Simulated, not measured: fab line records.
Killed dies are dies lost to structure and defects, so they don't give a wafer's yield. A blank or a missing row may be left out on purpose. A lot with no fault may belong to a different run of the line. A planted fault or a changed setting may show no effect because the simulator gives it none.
2 desks, one fault + flow berkeley cmos170 + every desk sees just its own numbers, and what lay behind them comes last

== METROLOGY DESK ==
Means of the sampled wafers that have a number, per lot and without regard to the tool the lot ran on: this is what the gauges read. The brackets show how far a lot's mean lies from the usual mean; more than 4 standard deviations puts the lot out of limits, marked OUT.
Columns: A = V1_OVL at UCB170_V1_OVL_MEAS_13, usual -1 nm; B = M3_AL_THK at UCB170_M3_THK_MEAS_03, usual 903 nm
| lot  | first seen here | A  | B   |
|------|-----------------|----|-----|
| L280 | day 7 01:58     | -1 | 895 |
| L282 | day 7 12:23     | 4  | 888 |
| L281 | day 7 12:49     | -7 | 904 |
| L284 | day 7 12:59     | -1 | 899 |
| L283 | day 7 18:19     | -2 | 908 |
| L287 | day 8 12:14     | 1  | 902 |
| L291 | day 9 19:43     | 6  | 878 |
| L294 | day 10 09:51    | 3  | 906 |
| L293 | day 10 10:20    | -2 | 899 |
| L295 | day 11 06:35    | -2 | 895 |
| L296 | day 11 17:11    | 4  | 910 |
| L302 | day 12 04:42    | 2  | 890 |
| L299 | day 12 04:49    | 4  | 907 |
| L303 | day 13 04:22    | 3  | 889 |
This desk's finding: nothing out of limits on any of the 14 lots.

== DESK OF THE TOOL OWNER: rie metal-04 ==
The tool's own readings at UCB170_M3_METAL_ETCH_18 (etches Al in Cl2/BCl3, stops on SiO2, target depth 1170 nm, time 195 s): means of the sampled wafers that have a number, for each lot that ran on this tool. The brackets show how far a lot's mean lies from the usual mean; more than 4 standard deviations puts the lot out of limits, marked OUT.
Columns: A = drypump motor current A at UCB170_M3_METAL_ETCH_18, usual 5.8 A; B = oes product au at UCB170_M3_METAL_ETCH_18, usual 0.859 a.u.; C = throttle valve pct at UCB170_M3_METAL_ETCH_18, usual 24.43 %
| lot  | first seen here | A   | B     | C     |
|------|-----------------|-----|-------|-------|
| L280 | day 7 10:06     | 5.4 | 0.857 | 24.37 |
| L282 | day 7 20:32     | 5.6 | 0.853 | 24.58 |
| L284 | day 7 21:46     | 5.6 | 0.856 | 24.58 |
| L283 | day 8 02:14     | 5.4 | 0.858 | 24.37 |
| L287 | day 8 20:35     | 5.4 | 0.863 | 24.37 |
| L291 | day 10 04:41    | 5.2 | 0.827 | 24.18 |
| L293 | day 10 23:02    | 5.6 | 0.826 | 24.60 |
This desk's finding: nothing out of limits on any of the 7 lots.

== TAKEN TOGETHER ==
Nothing out of limits was seen by the metrology desk.
The tool owner's desk saw nothing out of limits.

== WHAT THE SIMULATOR PUT IN ==
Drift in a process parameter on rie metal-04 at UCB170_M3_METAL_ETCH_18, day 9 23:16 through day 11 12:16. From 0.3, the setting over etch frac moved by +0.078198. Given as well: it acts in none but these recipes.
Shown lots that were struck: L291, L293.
